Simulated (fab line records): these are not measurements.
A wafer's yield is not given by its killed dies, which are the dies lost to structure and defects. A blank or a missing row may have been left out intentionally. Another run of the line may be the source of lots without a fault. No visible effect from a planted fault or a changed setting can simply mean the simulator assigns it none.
The tool behind it: which one?    flow berkeley-cmos170    7 lots (21 wafers sampled), 1 step of a 331-step route

## WHAT THE GAUGES SHOWED, per wafer
UCB170_START_THK_MEAS_03.
lot   measured     on             START_OXIDE_THK (nm)
L360  day 1 20:31  film-metro-02  19.9 20.0 20.1
L363  day 2 11:40  film-metro-04  19.9 19.9 19.7
L365  day 2 21:58  film-metro-04  20.3 20.2 20.6
L368  day 3 14:08  film-metro-02  20.0 20.1 20.0
L373  day 4 14:10  film-metro-01  20.0 20.1 19.9
L375  day 4 23:55  film-metro-02  19.5 19.6 19.3
L379  day 5 20:41  film-metro-04  19.6 19.7 19.7

## EACH LOT AND THE TOOL THAT RAN IT (in order: tool; ch and the chambers of the sampled wafers; start)
The record holds no process step before these readings.

## THE ANSWER, worked out from the rows above alone
Rule: usual is defined by the lots themselves. Put in order of their means at a reading, lots are off if they are a third of the lots or fewer, leave a main group of 4 or more, and stand apart from it by a gap of 3 or more times the standard deviation of the main group's means; of several such gaps the widest counts. If all means in a main group match to the digits the tables above print for the reading, that group is not used. A lot without any number at a reading at which 4 lots or more have one is off too. The other lots that the step has rows for count as sound.
Across all readings shown, no lot is off: no conclusion can be drawn from this.

## WHAT THE SIMULATOR HAD PUT IN
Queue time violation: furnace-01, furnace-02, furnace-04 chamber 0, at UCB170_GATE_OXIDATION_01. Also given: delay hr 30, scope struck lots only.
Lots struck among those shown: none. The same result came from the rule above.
